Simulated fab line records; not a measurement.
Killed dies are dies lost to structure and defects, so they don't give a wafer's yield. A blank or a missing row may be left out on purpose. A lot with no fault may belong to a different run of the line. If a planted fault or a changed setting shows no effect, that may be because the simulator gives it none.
A struck lot beside a sound one ; flow rit_cmos ; 14 out of 202 route steps
Sound: these wafers, L219.2, L219.3, L219.6. Struck: wafers L215.4, L215.5, L215.6. Last of all comes the cause.
For every step that has rows: the tool of each side, followed by ch and its chambers, followed by its first start. Under that, the readings that differ: sound wafers ; struck wafers ; difference of the means ; sigmas: that difference in standard deviations of wafers without a fault.
alike: a reading whose means differ by less than 2 such deviations, as well as words and numbers matching on both sides. not compared: withheld readings; readings where some wafer has no value; bounds like >300 that might hide an equal value; numbers whose values overlap and for which the record gives no deviation.
The two part at a step that has a row with sigmas, a row that says differs or no value, or rows on one side only. When numbers do not overlap yet have no deviation, they are printed without sigmas and do not part them. A reading that every wafer of one side lacks parts them only if that side has two wafers or more.

first, 6 steps without rows for these wafers: RIT_CONTACT_HMDS_02 (prime time 60 s); RIT_CONTACT_COAT_03 (resist thk 1009 nm); RIT_CONTACT_SOFTBAKE_04 (time 60 s); RIT_CONTACT_EXPOSE_05 (exposes mask M11, target cd 1000 nm); RIT_CONTACT_PEB_06; RIT_CONTACT_DEVELOP_07 (develop time 120 s).
RIT_CONTACT_CD_MEAS_08 targets a cd of 1000 nm.
  struck on cd_sem-02, day 6 03:02; sound on cd_sem-01, day 7 01:31
  alike: cd_nm
RIT_CONTACT_OVL_MEAS_09:
  struck on overlay-01, day 6 03:07; sound on overlay-02, day 7 01:37
  alike: CONTACT_OVL
then, 1 step without rows for these wafers: RIT_CONTACT_HARDBAKE_10 (time 60 s).
RIT_CONTACT_ETCH_11: etches SiO2 in CHF3/CF4/Ar, stops on TiSi2, target depth 480 nm, time 320 s.
  sound on rie_diel-03 ch 1,2, day 7 01:47; struck on rie_diel-02 ch 0,1, day 6 03:20
  alike: cf4_flow_sccm, drypump_motor_current_A, oes_product_au, throttle_valve_pct
  not compared: rf_hours_counter_h
RIT_CONTACT_STRIP_12: strips in O2, time 180 s.
  sound on plasma_asher-01 ch 0,1, day 7 01:59; struck on plasma_asher-04 ch 0,1, day 6 03:35
  alike: drypump_motor_current_A
  not compared: rf_hours_counter_h
RIT_CONTACT_CD_MEAS_90 targets a cd of 1000 nm.
  struck on cd_sem-01, day 6 03:46; sound on cd_sem-01, day 7 02:11
  alike: cd_nm
RIT_CONTACT_CLEAN_13: cleans in SC1, time 600 s.
  sound on wet_bench-02 ch 2, day 7 02:17; struck on wet_bench-01 ch 1, day 6 03:50
reading;sound;struck;difference;sigmas
run_length_s (s);626 626 626;1071 1071 1071;+445;+99 or more
then, 1 step without rows for these wafers: RIT_CONTACT_CLEAN_14 (cleans in SC2, time 600 s).

WHERE THEY PART
Only at RIT_CONTACT_CLEAN_13, as far as this record shows.

WHY: whatever the simulator had introduced
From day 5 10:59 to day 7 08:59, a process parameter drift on wet_bench-01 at RIT_CONTACT_CLEAN_13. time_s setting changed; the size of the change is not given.
